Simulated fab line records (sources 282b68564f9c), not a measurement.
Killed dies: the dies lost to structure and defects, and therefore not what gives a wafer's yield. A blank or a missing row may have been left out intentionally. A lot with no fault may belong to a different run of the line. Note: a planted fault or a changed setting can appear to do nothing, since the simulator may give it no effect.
fab line records :: flow rit-cmos
record:
  lots: 14
  wafers: 42
  last-day: 7
route steps=202 shown GATE@75 FOX2@80 M1@202
lots that met no fault: taken from a fault-free run of the same line
start-h: start of the lot's first displayed wafer, in hours after the record's first day :: wait-h: hours from the lot's prior step to this one :: " unchanged from the row above :: L1.1+2: a single row standing in for several wafers :: - no value present, or no start provided :: * or withheld: withheld :: < > ~ a bound
route shown NAME@n: NAME is a module with steps in the file, n the number in the route of the first one :: usual: mean and standard deviation over wafers with no fault :: same: alike in all rows :: chamber/n: place in a boat :: sites: per-site readings :: _std_site: standard deviation across them :: _edge_site: outer sites' mean less inner sites' :: radius-mm: for every site, how far away it sits from the centre of the wafer :: mask NAME#n: copy n :: behind: tool/chamber where the wafer was last shaped :: hold: reason for holding the lot/hours on hold/outcome of the hold :: device: the transistor (n, p or np) that didn't switch :: end of line: the route-end tests of the same wafers :: where a step has no rows: the recipe by itself :: killed: dies lost to structure and defects at the first sort, not the wafer's yield :: map: per-die view of a wafer (x killed, . not killed, _ where there is no die)
set.NAME: the setting that was run; set.NAME@STEP: the one run at that earlier step :: model.NAME: the simulator's own value behind a step, which no gauge read
one table for each step of the route and one row for each wafer, over a sample of lots
== steps ==
step: RIT_GATE_WET_ETCH_00
recipe:
  chemistry: BOE
  target: SiO2
  target-depth-nm: 56
  time-s: 60
  dry: n2-spin
  dilution: 10:1
  temp-c: 21.5
usual:
  bath-heat-duty-pct: 1.7/0.34
  run-length-s: 88/3.7
  time-s: 60/0
lot.wafer: L537.2
tool: wet-bench-01
chamber: 2
start-h: 48.74
wait-h: 0.0
bath-heat-duty-pct: 1.7
run-length-s: 95
time-s: 60

lot.wafer: L537.5
tool: wet-bench-01
chamber: 2
start-h: 48.74
wait-h: 0.0
bath-heat-duty-pct: 1.4
run-length-s: 95
time-s: 60

lot.wafer: L537.6
tool: wet-bench-01
chamber: 2
start-h: 48.74
wait-h: 0.0
bath-heat-duty-pct: 2.2
run-length-s: 95
time-s: 60

lot.wafer: L538.3
tool: wet-bench-04
chamber: 3
start-h: 53.67
wait-h: 0.0
bath-heat-duty-pct: 2.2
run-length-s: 93
time-s: 60

lot.wafer: L538.4
tool: wet-bench-04
chamber: 3
start-h: 53.67
wait-h: 0.0
bath-heat-duty-pct: 1.4
run-length-s: 93
time-s: 60

lot.wafer: L538.5
tool: wet-bench-04
chamber: 3
start-h: 53.67
wait-h: 0.0
bath-heat-duty-pct: 2.0
run-length-s: 93
time-s: 60

lot.wafer: L539.2
tool: wet-bench-04
chamber: 3
start-h: 57.39
wait-h: 0.0
bath-heat-duty-pct: 2.0
run-length-s: 95
time-s: 60

lot.wafer: L539.5
tool: wet-bench-04
chamber: 3
start-h: 57.39
wait-h: 0.0
bath-heat-duty-pct: 2.0
run-length-s: 95
time-s: 60

lot.wafer: L539.6
tool: wet-bench-04
chamber: 3
start-h: 57.39
wait-h: 0.0
bath-heat-duty-pct: 2.4
run-length-s: 95
time-s: 60

lot.wafer: L542.1
tool: wet-bench-04
chamber: 0
start-h: 77.06
wait-h: 0.1
bath-heat-duty-pct: 2.3
run-length-s: 86
time-s: 60

lot.wafer: L542.4
tool: wet-bench-04
chamber: 0
start-h: 77.06
wait-h: 0.1
bath-heat-duty-pct: 1.6
run-length-s: 86
time-s: 60

lot.wafer: L542.6
tool: wet-bench-04
chamber: 0
start-h: 77.06
wait-h: 0.1
bath-heat-duty-pct: 1.5
run-length-s: 86
time-s: 60

lot.wafer: L543.2
tool: wet-bench-01
chamber: 0
start-h: 78.03
wait-h: 0.0
bath-heat-duty-pct: -
run-length-s: -
time-s: -

lot.wafer: L543.5
tool: wet-bench-01
chamber: 0
start-h: 78.03
wait-h: 0.0
bath-heat-duty-pct: -
run-length-s: -
time-s: -

lot.wafer: L543.6
tool: wet-bench-01
chamber: 0
start-h: 78.03
wait-h: 0.0
bath-heat-duty-pct: -
run-length-s: -
time-s: -

lot.wafer: L544.1
tool: wet-bench-02
chamber: 1
start-h: 84.46
wait-h: 0.1
bath-heat-duty-pct: -
run-length-s: -
time-s: -

lot.wafer: L544.5
tool: wet-bench-02
chamber: 1
start-h: 84.46
wait-h: 0.1
bath-heat-duty-pct: -
run-length-s: -
time-s: -

lot.wafer: L544.6
tool: wet-bench-02
chamber: 1
start-h: 84.46
wait-h: 0.1
bath-heat-duty-pct: -
run-length-s: -
time-s: -

lot.wafer: L550.1
tool: wet-bench-02
chamber: 0
start-h: 115.02
wait-h: 0.1
bath-heat-duty-pct: 1.7
run-length-s: 88
time-s: 60

lot.wafer: L550.4
tool: wet-bench-02
chamber: 0
start-h: 115.02
wait-h: 0.1
bath-heat-duty-pct: 1.8
run-length-s: 88
time-s: 60

lot.wafer: L550.5
tool: wet-bench-02
chamber: 0
start-h: 115.02
wait-h: 0.1
bath-heat-duty-pct: 1.7
run-length-s: 88
time-s: 60

lot.wafer: L551.1
tool: wet-bench-04
chamber: 2
start-h: 118.24
wait-h: 0.1
bath-heat-duty-pct: 1.5
run-length-s: 86
time-s: 60

lot.wafer: L551.5
tool: wet-bench-04
chamber: 2
start-h: 118.24
wait-h: 0.1
bath-heat-duty-pct: 1.5
run-length-s: 86
time-s: 60

lot.wafer: L551.6
tool: wet-bench-04
chamber: 2
start-h: 118.24
wait-h: 0.1
bath-heat-duty-pct: 0.8
run-length-s: 86
time-s: 60

lot.wafer: L552.1
tool: wet-bench-04
chamber: 1
start-h: 122.26
wait-h: 0.1
bath-heat-duty-pct: 1.2
run-length-s: 83
time-s: 60

lot.wafer: L552.2
tool: wet-bench-04
chamber: 1
start-h: 122.26
wait-h: 0.1
bath-heat-duty-pct: 1.2
run-length-s: 83
time-s: 60

lot.wafer: L552.6
tool: wet-bench-04
chamber: 1
start-h: 122.26
wait-h: 0.1
bath-heat-duty-pct: 1.6
run-length-s: 83
time-s: 60

lot.wafer: L553.1
tool: wet-bench-01
chamber: 2
start-h: 130.14
wait-h: 0.1
bath-heat-duty-pct: 1.9
run-length-s: 86
time-s: 60

lot.wafer: L553.2
tool: wet-bench-01
chamber: 2
start-h: 130.14
wait-h: 0.1
bath-heat-duty-pct: 1.9
run-length-s: 86
time-s: 60

lot.wafer: L553.5
tool: wet-bench-01
chamber: 2
start-h: 130.14
wait-h: 0.1
bath-heat-duty-pct: 2.1
run-length-s: 86
time-s: 60

lot.wafer: L554.1
tool: wet-bench-02
chamber: 1
start-h: 136.53
wait-h: 0.1
bath-heat-duty-pct: 1.5
run-length-s: 85
time-s: 60

lot.wafer: L554.2
tool: wet-bench-02
chamber: 1
start-h: 136.53
wait-h: 0.1
bath-heat-duty-pct: 1.3
run-length-s: 85
time-s: 60

lot.wafer: L554.4
tool: wet-bench-02
chamber: 1
start-h: 136.53
wait-h: 0.1
bath-heat-duty-pct: 2.1
run-length-s: 85
time-s: 60

lot.wafer: L555.3
tool: wet-bench-01
chamber: 1
start-h: 138.75
wait-h: 0.0
bath-heat-duty-pct: 2.0
run-length-s: 87
time-s: 60

lot.wafer: L555.4
tool: wet-bench-01
chamber: 1
start-h: 138.75
wait-h: 0.0
bath-heat-duty-pct: 2.0
run-length-s: 87
time-s: 60

lot.wafer: L555.5
tool: wet-bench-01
chamber: 1
start-h: 138.75
wait-h: 0.0
bath-heat-duty-pct: 1.9
run-length-s: 87
time-s: 60

lot.wafer: L556.2
tool: wet-bench-02
chamber: 2
start-h: 142.76
wait-h: 0.0
bath-heat-duty-pct: 2.3
run-length-s: 93
time-s: 60

lot.wafer: L556.3
tool: wet-bench-02
chamber: 2
start-h: 142.76
wait-h: 0.0
bath-heat-duty-pct: 2.0
run-length-s: 93
time-s: 60

lot.wafer: L556.5
tool: wet-bench-02
chamber: 2
start-h: 142.76
wait-h: 0.0
bath-heat-duty-pct: 1.7
run-length-s: 93
time-s: 60

lot.wafer: L557.3
tool: wet-bench-01
chamber: 2
start-h: 150.19
wait-h: 0.0
bath-heat-duty-pct: 1.5
run-length-s: 87
time-s: 60

lot.wafer: L557.5
tool: wet-bench-01
chamber: 2
start-h: 150.19
wait-h: 0.0
bath-heat-duty-pct: 2.1
run-length-s: 87
time-s: 60

lot.wafer: L557.6
tool: wet-bench-01
chamber: 2
start-h: 150.19
wait-h: 0.0
bath-heat-duty-pct: 1.9
run-length-s: 87
time-s: 60
step: RIT_FOX2_THK_MEAS_91
recipe:
  reads: SiO2_of_FOX2_OXIDATION_00
usual:
  FIELD_OXIDE_LEFT_2_THK: 254/6.5
lot.wafer: L537.2
tool: film-metro-03
chamber: -
start-h: 49.18
wait-h: 0.0
FIELD_OXIDE_LEFT_2_THK[nm]: 266

lot.wafer: L537.5
tool: film-metro-03
chamber: -
start-h: 49.18
wait-h: 0.0
FIELD_OXIDE_LEFT_2_THK[nm]: 261

lot.wafer: L537.6
tool: film-metro-03
chamber: -
start-h: 49.18
wait-h: 0.0
FIELD_OXIDE_LEFT_2_THK[nm]: 267

lot.wafer: L538.3
tool: film-metro-03
chamber: -
start-h: 54.13
wait-h: 0.0
FIELD_OXIDE_LEFT_2_THK[nm]: 256

lot.wafer: L538.4
tool: film-metro-03
chamber: -
start-h: 54.13
wait-h: 0.0
FIELD_OXIDE_LEFT_2_THK[nm]: 250

lot.wafer: L538.5
tool: film-metro-03
chamber: -
start-h: 54.13
wait-h: 0.0
FIELD_OXIDE_LEFT_2_THK[nm]: 251

lot.wafer: L539.2
tool: film-metro-01
chamber: -
start-h: 57.83
wait-h: 0.0
FIELD_OXIDE_LEFT_2_THK[nm]: 255

lot.wafer: L539.5
tool: film-metro-01
chamber: -
start-h: 57.83
wait-h: 0.0
FIELD_OXIDE_LEFT_2_THK[nm]: 258

lot.wafer: L539.6
tool: film-metro-01
chamber: -
start-h: 57.83
wait-h: 0.0
FIELD_OXIDE_LEFT_2_THK[nm]: 260

lot.wafer: L542.1
tool: film-metro-03
chamber: -
start-h: 77.48
wait-h: 0.0
FIELD_OXIDE_LEFT_2_THK[nm]: 247

lot.wafer: L542.4
tool: film-metro-03
chamber: -
start-h: 77.48
wait-h: 0.0
FIELD_OXIDE_LEFT_2_THK[nm]: 248

lot.wafer: L542.6
tool: film-metro-03
chamber: -
start-h: 77.48
wait-h: 0.0
FIELD_OXIDE_LEFT_2_THK[nm]: 245

lot.wafer: L543.2
tool: film-metro-01
chamber: -
start-h: 78.46
wait-h: 0.0
FIELD_OXIDE_LEFT_2_THK[nm]: 316

lot.wafer: L543.5
tool: film-metro-01
chamber: -
start-h: 78.46
wait-h: 0.0
FIELD_OXIDE_LEFT_2_THK[nm]: 311

lot.wafer: L543.6
tool: film-metro-01
chamber: -
start-h: 78.46
wait-h: 0.0
FIELD_OXIDE_LEFT_2_THK[nm]: 308

lot.wafer: L544.1
tool: film-metro-03
chamber: -
start-h: 84.88
wait-h: 0.0
FIELD_OXIDE_LEFT_2_THK[nm]: 308

lot.wafer: L544.5
tool: film-metro-03
chamber: -
start-h: 84.88
wait-h: 0.0
FIELD_OXIDE_LEFT_2_THK[nm]: 308

lot.wafer: L544.6
tool: film-metro-03
chamber: -
start-h: 84.88
wait-h: 0.0
FIELD_OXIDE_LEFT_2_THK[nm]: 304

lot.wafer: L550.1
tool: film-metro-03
chamber: -
start-h: 115.44
wait-h: 0.0
FIELD_OXIDE_LEFT_2_THK[nm]: 252

lot.wafer: L550.4
tool: film-metro-03
chamber: -
start-h: 115.44
wait-h: 0.0
FIELD_OXIDE_LEFT_2_THK[nm]: 257

lot.wafer: L550.5
tool: film-metro-03
chamber: -
start-h: 115.44
wait-h: 0.0
FIELD_OXIDE_LEFT_2_THK[nm]: 258

lot.wafer: L551.1
tool: film-metro-01
chamber: -
start-h: 118.66
wait-h: 0.0
FIELD_OXIDE_LEFT_2_THK[nm]: 255

lot.wafer: L551.5
tool: film-metro-01
chamber: -
start-h: 118.66
wait-h: 0.0
FIELD_OXIDE_LEFT_2_THK[nm]: 249

lot.wafer: L551.6
tool: film-metro-01
chamber: -
start-h: 118.66
wait-h: 0.0
FIELD_OXIDE_LEFT_2_THK[nm]: 256

lot.wafer: L552.1
tool: film-metro-01
chamber: -
start-h: 122.68
wait-h: 0.0
FIELD_OXIDE_LEFT_2_THK[nm]: 246

lot.wafer: L552.2
tool: film-metro-01
chamber: -
start-h: 122.68
wait-h: 0.0
FIELD_OXIDE_LEFT_2_THK[nm]: 246

lot.wafer: L552.6
tool: film-metro-01
chamber: -
start-h: 122.68
wait-h: 0.0
FIELD_OXIDE_LEFT_2_THK[nm]: 252

lot.wafer: L553.1
tool: film-metro-01
chamber: -
start-h: 130.56
wait-h: 0.0
FIELD_OXIDE_LEFT_2_THK[nm]: 261

lot.wafer: L553.2
tool: film-metro-01
chamber: -
start-h: 130.56
wait-h: 0.0
FIELD_OXIDE_LEFT_2_THK[nm]: 261

lot.wafer: L553.5
tool: film-metro-01
chamber: -
start-h: 130.56
wait-h: 0.0
FIELD_OXIDE_LEFT_2_THK[nm]: 257

lot.wafer: L554.1
tool: film-metro-03
chamber: -
start-h: 136.96
wait-h: 0.0
FIELD_OXIDE_LEFT_2_THK[nm]: 252

lot.wafer: L554.2
tool: film-metro-03
chamber: -
start-h: 136.96
wait-h: 0.0
FIELD_OXIDE_LEFT_2_THK[nm]: 257

lot.wafer: L554.4
tool: film-metro-03
chamber: -
start-h: 136.96
wait-h: 0.0
FIELD_OXIDE_LEFT_2_THK[nm]: 258

lot.wafer: L555.3
tool: film-metro-01
chamber: -
start-h: 139.22
wait-h: 0.0
FIELD_OXIDE_LEFT_2_THK[nm]: 253

lot.wafer: L555.4
tool: film-metro-01
chamber: -
start-h: 139.22
wait-h: 0.0
FIELD_OXIDE_LEFT_2_THK[nm]: 254

lot.wafer: L555.5
tool: film-metro-01
chamber: -
start-h: 139.22
wait-h: 0.0
FIELD_OXIDE_LEFT_2_THK[nm]: 259

lot.wafer: L556.2
tool: film-metro-01
chamber: -
start-h: 143.21
wait-h: 0.0
FIELD_OXIDE_LEFT_2_THK[nm]: 255

lot.wafer: L556.3
tool: film-metro-01
chamber: -
start-h: 143.21
wait-h: 0.0
FIELD_OXIDE_LEFT_2_THK[nm]: 259

lot.wafer: L556.5
tool: film-metro-01
chamber: -
start-h: 143.21
wait-h: 0.0
FIELD_OXIDE_LEFT_2_THK[nm]: 253

lot.wafer: L557.3
tool: film-metro-04
chamber: -
start-h: 150.63
wait-h: 0.0
FIELD_OXIDE_LEFT_2_THK[nm]: 260

lot.wafer: L557.5
tool: film-metro-04
chamber: -
start-h: 150.63
wait-h: 0.0
FIELD_OXIDE_LEFT_2_THK[nm]: 263

lot.wafer: L557.6
tool: film-metro-04
chamber: -
start-h: 150.63
wait-h: 0.0
FIELD_OXIDE_LEFT_2_THK[nm]: 256
step: RIT_M1_PROBE_99
usual:
  killed_at_M0_to_M3: 0.0/0.2
  killed-at-contacts: 0.1/0.25
  killed-at-front-end: 6/3.1
  killed-dies: 6/3.1
  killed-on-rim: 1.6/1.4
  killed-open: 2.9/2
  killed-short: 3.3/2
same:
  gross-dies: 264
  killed_at_M4_up: 0
  killed-at-back-side: 0
  killed-at-other: 0
lot.wafer: L542.1
tool: prober-02
chamber: -
start-h: 103.96
wait-h: 0.1
killed_at_M0_to_M3: 0
killed-at-contacts: 0
killed-at-front-end: 6
killed-dies: 6
killed-on-rim: 3
killed-open: 2
killed-short: 4

lot.wafer: L542.4
tool: prober-02
chamber: -
start-h: 104.11
wait-h: 0.2
killed_at_M0_to_M3: 0
killed-at-contacts: 0
killed-at-front-end: 4
killed-dies: 4
killed-on-rim: 0
killed-open: 2
killed-short: 2

lot.wafer: L542.6
tool: prober-02
chamber: -
start-h: 104.21
wait-h: 0.2
killed_at_M0_to_M3: 0
killed-at-contacts: 0
killed-at-front-end: 9
killed-dies: 9
killed-on-rim: 1
killed-open: 5
killed-short: 4

lot.wafer: L543.2
tool: prober-01
chamber: -
start-h: 105.51
wait-h: 0.1
killed_at_M0_to_M3: 0
killed-at-contacts: 0
killed-at-front-end: 264
killed-dies: 264
killed-on-rim: 70
killed-open: 2
killed-short: 0

lot.wafer: L543.5
tool: prober-01
chamber: -
start-h: 105.66
wait-h: 0.2
killed_at_M0_to_M3: 0
killed-at-contacts: 0
killed-at-front-end: 264
killed-dies: 264
killed-on-rim: 70
killed-open: 0
killed-short: 0

lot.wafer: L543.6
tool: prober-01
chamber: -
start-h: 105.71
wait-h: 0.2
killed_at_M0_to_M3: 0
killed-at-contacts: 0
killed-at-front-end: 264
killed-dies: 264
killed-on-rim: 70
killed-open: 10
killed-short: 7

lot.wafer: L544.1
tool: prober-02
chamber: -
start-h: 112.59
wait-h: 0.1
killed_at_M0_to_M3: 0
killed-at-contacts: 0
killed-at-front-end: 264
killed-dies: 264
killed-on-rim: 70
killed-open: 0
killed-short: 1

lot.wafer: L544.5
tool: prober-02
chamber: -
start-h: 112.79
wait-h: 0.2
killed_at_M0_to_M3: 0
killed-at-contacts: 0
killed-at-front-end: 264
killed-dies: 264
killed-on-rim: 70
killed-open: 3
killed-short: 4

lot.wafer: L544.6
tool: prober-02
chamber: -
start-h: 112.84
wait-h: 0.2
killed_at_M0_to_M3: 0
killed-at-contacts: 0
killed-at-front-end: 264
killed-dies: 264
killed-on-rim: 70
killed-open: 0
killed-short: 4

lot.wafer: L550.1
tool: prober-02
chamber: -
start-h: 144.43
wait-h: 0.1
killed_at_M0_to_M3: 0
killed-at-contacts: 0
killed-at-front-end: 6
killed-dies: 6
killed-on-rim: 0
killed-open: 3
killed-short: 3

lot.wafer: L550.4
tool: prober-02
chamber: -
start-h: 144.58
wait-h: 0.2
killed_at_M0_to_M3: 0
killed-at-contacts: 0
killed-at-front-end: 6
killed-dies: 6
killed-on-rim: 4
killed-open: 1
killed-short: 5

lot.wafer: L550.5
tool: prober-02
chamber: -
start-h: 144.63
wait-h: 0.2
killed_at_M0_to_M3: 0
killed-at-contacts: 0
killed-at-front-end: 6
killed-dies: 6
killed-on-rim: 2
killed-open: 3
killed-short: 3

lot.wafer: L551.1
tool: prober-01
chamber: -
start-h: 146.33
wait-h: 0.1
killed_at_M0_to_M3: 0
killed-at-contacts: 1
killed-at-front-end: 11
killed-dies: 12
killed-on-rim: 1
killed-open: 5
killed-short: 7

lot.wafer: L551.5
tool: prober-01
chamber: -
start-h: 146.53
wait-h: 0.2
killed_at_M0_to_M3: 0
killed-at-contacts: 1
killed-at-front-end: 2
killed-dies: 3
killed-on-rim: 2
killed-open: 1
killed-short: 2

lot.wafer: L551.6
tool: prober-01
chamber: -
start-h: 146.58
wait-h: 0.2
killed_at_M0_to_M3: 0
killed-at-contacts: 0
killed-at-front-end: 4
killed-dies: 4
killed-on-rim: 0
killed-open: 3
killed-short: 1
killed by level:class
L542.1 SPACER:geometric-particle:short=3 GATE:geometric-particle:open=1 GATE:geometric-particle:short=1 SPACER:geometric-particle:open=1
L542.4 FOX1:geometric-particle:short=1 FOX2:geometric-particle:open=1 REOX:geometric-particle:short=1 SILICIDE:geometric-particle:open=1
L542.6 FOX2:geometric-particle:open=2 REOX:geometric-particle:open=2 FOX1:geometric-particle:short=1 FOX2:geometric-particle:short=1 REOX:geometric-particle:short=1 SPACER:geometric-particle:open=1 SILICIDE:geometric-particle:short=1
L543.2 GATE:area-etch=262 GATE:geometric-particle:open=1 SPACER:geometric-particle:open=1
L543.5 GATE:area-etch=264
L543.6 GATE:area-etch=247 REOX:geometric-particle:short=3 REOX:geometric-particle:open=3 SPACER:geometric-particle:open=3 FOX2:geometric-particle:open=2 SPACER:geometric-particle:short=2 FOX1:geometric-particle:open=1 GATE:geometric-particle:open=1
L544.1 GATE:area-etch=263 REOX:geometric-particle:short=1
L544.5 GATE:area-etch=257 GATE:geometric-particle:short=2 SILICIDE:geometric-particle:short=2 GATE:geometric-particle:open=1 SPACER:geometric-particle:open=1 SILICIDE:geometric-particle:open=1
L544.6 GATE:area-etch=260 FOX1:geometric-particle:short=2 FOX2:geometric-particle:short=1 REOX:geometric-particle:short=1
L550.1 FOX1:geometric-particle:open=1 FOX2:geometric-particle:open=1 FOX2:geometric-particle:short=1 GATE:geometric-particle:short=1 REOX:geometric-particle:short=1 SILICIDE:geometric-particle:open=1
L550.4 GATE:geometric-particle:short=4 GATE:geometric-particle:open=1 SPACER:geometric-particle:short=1
L550.5 GATE:geometric-particle:open=2 SPACER:geometric-particle:short=2 GATE:geometric-particle:short=1 SPACER:geometric-particle:open=1
L551.1 SPACER:geometric-particle:short=4 SPACER:geometric-particle:open=4 GATE:geometric-particle:short=2 FOX2:geometric-particle:short=1 CONTACT:geometric-particle:open=1
L551.5 REOX:geometric-particle:short=1 SPACER:geometric-particle:open=1 CONTACT:geometric-particle:short=1
L551.6 FOX1:geometric-particle:open=1 GATE:geometric-particle:open=1 SPACER:geometric-particle:open=1 SILICIDE:geometric-particle:short=1
== key ==
first-sign:
  step: RIT_GATE_WET_ETCH_00
  reading: tool-record
  direction: missing
effect:
  step: RIT_FOX2_THK_MEAS_91
  reading: FIELD_OXIDE_LEFT_2_THK
  direction: up
  sigmas: 8.4
  usual: 254
  struck: 309
effect:
  step: RIT_M1_PROBE_99
  reading: killed-dies
  direction: up
  sigmas: 84
  usual: 6
  struck: 264
more-kills-born-at:
  RIT_GATE_WET_ETCH_00@wet-bench-02: 780
  RIT_GATE_WET_ETCH_00@wet-bench-01: 773
met-at RIT_GATE_WET_ETCH_00
struck-lots L543,L544
later-rows-left-out L543.2,L543.5,L543.6,L544.1,L544.5,L544.6
tester-left-out L543,L544
onset-between 48.74 78.03
fault:
  kind: skipped-step-whole
  tool: wet-bench-01,wet-bench-02
  chamber: -
  onset-h: 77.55
  steps: RIT_GATE_WET_ETCH_00
  scope: struck-lots-only
tester-left-out: of these lots the tester's yield and bins aren't shown, on N5 and GAA mostly nor the transistor test; their killed dies are dies lost to structure and defects alone, not to doping, threshold or leakage, so they don't give the yield
later-rows-left-out: the simulator's readings of these wafers behind a module that went badly wrong aren't trusted and aren't shown, but for the sort
